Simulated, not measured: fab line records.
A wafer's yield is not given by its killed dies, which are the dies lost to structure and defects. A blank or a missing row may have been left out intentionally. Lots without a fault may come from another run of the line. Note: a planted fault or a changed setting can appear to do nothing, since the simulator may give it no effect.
Which tool was responsible?    flow berkeley-cmos170    15 lots with 45 wafers sampled at 3 steps, on a route of 331 steps

## WHAT THE GAUGES READ, wafer by wafer
UCB170_NLDD_TW_MEAS_11.
lot   measured      on             NLDD_TW
L590  day 6 14:06   film-metro-02  2185 2185 2184
L591  day 6 20:08   film-metro-01  2188 2175 2169
L593  day 7 13:14   film-metro-03  2215 2214 2228
L594  day 7 13:19   film-metro-02  2179 2176 2179
L599  day 8 10:22   film-metro-03  2345 2335 2321
L598  day 8 11:02   film-metro-03  2213 2216 2210
L603  day 9 00:04   film-metro-01  2299 2287 2295
L601  day 9 00:22   film-metro-03  2361 2356 2358
L607  day 9 15:47   film-metro-01  2180 2182 2181
L604  day 9 16:27   film-metro-02  2190 2181 2175
L605  day 9 16:47   film-metro-02  2180 2185 2171
L606  day 9 17:06   film-metro-03  2243 2225 2226
L608  day 10 05:00  film-metro-03  2219 2223 2231
L610  day 10 17:53  film-metro-03  2228 2228 2237
L612  day 10 18:50  film-metro-03  2239 2239 2227

UCB170_SDANNEAL_RS_MEAS_05: a four-point-probe measurement.
lot   measured      on             NLDD_RS (ohm/sq)
L590  day 6 22:02   film-metro-03  614.6 614.5 615.7
L591  day 7 11:23   film-metro-01  614.1 616.5 614.3
L593  day 8 04:45   film-metro-03  615.5 617.4 616.3
L594  day 8 05:01   film-metro-01  615.8 617.1 616.1
L599  day 8 20:59   film-metro-01  539.5 539.0 540.2
L598  day 8 21:23   film-metro-02  615.4 613.9 614.2
L603  day 9 11:14   film-metro-02  539.7 542.3 540.2
L601  day 9 11:35   film-metro-01  541.0 539.3 540.3
L607  day 10 02:58  film-metro-02  617.8 619.0 617.7
L604  day 10 03:44  film-metro-02  616.3 617.2 616.4
L605  day 10 03:20  film-metro-01  618.3 615.7 617.9
L606  day 10 03:51  film-metro-01  618.2 617.7 618.6
L608  day 10 16:49  film-metro-03  615.7 617.1 616.8
L610  day 11 02:11  film-metro-01  614.8 613.0 614.4
L612  day 11 10:55  film-metro-02  615.4 614.5 616.6

## WHAT TOOL EACH LOT RAN ON (gives the tool, then ch and the chambers of the sampled wafers, and finally the start)
lot   UCB170_NLDD_IMPLANT_08
L590  implanter-01 ch 0, day 6 13:43
L591  implanter-04 ch 0, day 6 19:45
L593  implanter-04 ch 0, day 7 12:50
L594  implanter-03 ch 0, day 7 12:58
L599  implanter-04 ch 0, day 8 09:58
L598  implanter-01 ch 0, day 8 10:40
L603  implanter-04 ch 0, day 8 23:42
L601  implanter-04 ch 0, day 8 23:58
L607  implanter-03 ch 0, day 9 15:23
L604  implanter-03 ch 0, day 9 16:05
L605  implanter-03 ch 0, day 9 16:23
L606  implanter-03 ch 0, day 9 16:44
L608  implanter-01 ch 0, day 10 04:38
L610  implanter-01 ch 0, day 10 17:31
L612  implanter-01 ch 0, day 10 18:26
- UCB170_NLDD_IMPLANT_08

## AS READ BY THE TOOLS THEMSELVES (means over the sampled wafers that have a number; for cases with no such wafer, the mark the record gives instead)
UCB170_NLDD_IMPLANT_08.
lot   tool          beam-on-s (s)  faraday-current-uA  rotation-deg (degrees)
L590  implanter-01  9.94           159                 0.008
L591  implanter-04  10.06          157                 -0.004
L593  implanter-04  10.07          158                 0.005
L594  implanter-03  10.08          158                 -0.008
L599  implanter-04  14.01          113                 -0.023
L598  implanter-01  10.08          157                 -0.003
L603  implanter-04  14.25          111                 -0.020
L601  implanter-04  13.89          114                 0.000
L607  implanter-03  9.96           159                 -0.010
L604  implanter-03  9.84           161                 0.003
L605  implanter-03  10.07          158                 -0.023
L606  implanter-03  10.31          154                 0.003
L608  implanter-01  10.20          155                 -0.007
L610  implanter-01  9.98           159                 -0.019
L612  implanter-01  10.07          157                 0.012

## THE ANSWER, worked out from the rows above alone
Rule: what is usual is taken from the lots themselves. The widest of any qualifying gaps counts: lots, ordered by their means at a reading, are off when they make up no more than a third of the lots, leave a main group of 4 or more, and stand apart from it by 3 or more times the standard deviation of that group's means. A main group is skipped when, at the precision printed for the reading in the tables above, its means are all equal. Also off: a lot with no number at a reading for which 4 or more lots have one. Where the step has rows for the other lots, those lots are counted as sound. After the gauges, taken in route order, come the tools' own readings; for these a lot's mean is taken, as printed above. At the first step where some lot is off, the reading lying furthest off is the one used; lots without a number count as furthest.
Off: at UCB170_SDANNEAL_RS_MEAS_05 (NLDD_RS), L599, L603, L601. Main group: mean 616.1 ohm/sq, sd 1.3.
If a tool, at a process step before that reading, ran all the lots that are off and no sound lot after the first of them, it fits. The gauges at UCB170_SDANNEAL_RS_MEAS_05 aren't tried: what is off there is off at UCB170_NLDD_IMPLANT_08 too, on other tools, and a gauge's error can't cause that. One fits: implanter-04 at UCB170_NLDD_IMPLANT_08. Its last sound lot is L593 (day 7 12:50), its first lot that is off L599 (day 8 09:58): a fault that began between those two fits.
The tool's own readings at UCB170_NLDD_IMPLANT_08 bear it out: on the lots that are off they differ by more than 5 times the standard deviation of the sound lots' means. beam-on-s reads 14.05 s there against 10.05 s on the sound lots; faraday-current-uA reads 113 there against 158 on the sound lots.

## WHAT THE SIMULATOR HAD INSERTED
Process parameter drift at UCB170_NLDD_IMPLANT_08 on implanter-04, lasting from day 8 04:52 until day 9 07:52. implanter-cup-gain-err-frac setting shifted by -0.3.
Struck lots among those shown: L599, L603, L601. The same result came from the rule above.
